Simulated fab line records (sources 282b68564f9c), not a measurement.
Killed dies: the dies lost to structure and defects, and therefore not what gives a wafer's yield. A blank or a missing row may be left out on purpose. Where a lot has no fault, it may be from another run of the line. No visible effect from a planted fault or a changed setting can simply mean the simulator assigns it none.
Tool commonality check    flow rit cmos    Sampled: 15 lots, 45 wafers

WHAT PROMPTED THE OPENING
Of 15 lots, 3 have the reading PLDD_TW flagged at RIT_PLDD_TW_MEAS_10. Wafers without a fault read 2338, standard deviation 22.
Rule: flag the lot when none of its wafers has a number, or when each of its wafers that has one lies beyond 4 standard deviations from that mean. The rest of the lots are taken to be sound.

lot   measured     on             PLDD_TW, wafer by wafer  flag
L760  day 3 10:17  film metro-01  2363 2351 2362           
L761  day 3 14:36  film metro-02  2311 2292 2298           
L764  day 4 06:43  film metro-01  2365 2360 2353           
L765  day 4 11:45  film metro-02  2307 2298 2309           
L766  day 4 18:40  film metro-04  2336 2341 2335           
L771  day 5 14:56  film metro-02  2302 2298 2301           
L773  day 5 23:16  film metro-01  30 30 30                 FLAGGED
L774  day 6 06:40  film metro-01  30 30 30                 FLAGGED
L775  day 6 09:01  film metro-02  29 29 30                 FLAGGED
L776  day 6 09:34  film metro-04  2341 2344 2338           
L778  day 6 23:09  film metro-02  2305 2313 2312           
L779  day 7 20:49  film metro-02  2315 2303 2311           
L781  day 7 21:05  film metro-01  2367 2355 2347           
L780  day 7 21:19  film metro-01  2348 2355 2351           
L782  day 8 05:48  film metro-04  2327 2332 2325           
On average the flagged lots read 30, which is -2308 against the usual, or -99 or more standard deviations.

WHICH TOOL RAN EACH LOT
The record keeps 1 process step preceding the reading, out of 202 steps on the route. Cell contents, in order: the tool; ch with the chambers the sampled wafers went through; the start.
lot   flag     RIT_NLDD_STRIP_09
L760           plasma asher-04 ch 0,1, day 3 08:34
L761           plasma asher-03 ch 0,1, day 3 12:49
L764           plasma asher-01 ch 1, day 4 05:07
L765           plasma asher-04 ch 0,1, day 4 09:56
L766           plasma asher-04 ch 0,1, day 4 16:56
L771           plasma asher-01 ch 0,1, day 5 13:11
L773  FLAGGED  plasma asher-03 ch 0,1, day 5 21:42
L774  FLAGGED  plasma asher-01 ch 0, day 6 04:57
L775  FLAGGED  plasma asher-01 ch 0,1, day 6 07:19
L776           plasma asher-03 ch 0,1, day 6 07:52
L778           plasma asher-01 ch 0,1, day 6 21:19
L779           plasma asher-01 ch 0,1, day 7 19:05
L781           plasma asher-03 ch 0,1, day 7 19:14
L780           plasma asher-04 ch 0,1, day 7 19:20
L782           plasma asher-03 ch 0,1, day 8 04:11
What these steps do:
- RIT_NLDD_STRIP_09: strips in O2, time 180 s.
- RIT_PLDD_TW_MEAS_10

FLAGGED AGAINST TOTAL, ONE TOOL AT A TIME (gauges that did the reading follow at the end)
step                 tool             lots run  flagged  share of the flagged lots  sound lots run after its first flagged lot
RIT_NLDD_STRIP_09    plasma asher-01  6         2        some                       2 (L778,L779)
RIT_NLDD_STRIP_09    plasma asher-03  5         1        some                       3 (L776,L781,L782)
RIT_NLDD_STRIP_09    plasma asher-04  4         0        none                       -
RIT_PLDD_TW_MEAS_10  film metro-01    6         2        some                       2 (L781,L780)
RIT_PLDD_TW_MEAS_10  film metro-02    6         1        some                       2 (L778,L779)
RIT_PLDD_TW_MEAS_10  film metro-04    3         0        none                       -

THE TABLE: WHAT IT ALLOWS
No row of the table ran every flagged lot.

WHAT THE SIMULATOR PUT IN
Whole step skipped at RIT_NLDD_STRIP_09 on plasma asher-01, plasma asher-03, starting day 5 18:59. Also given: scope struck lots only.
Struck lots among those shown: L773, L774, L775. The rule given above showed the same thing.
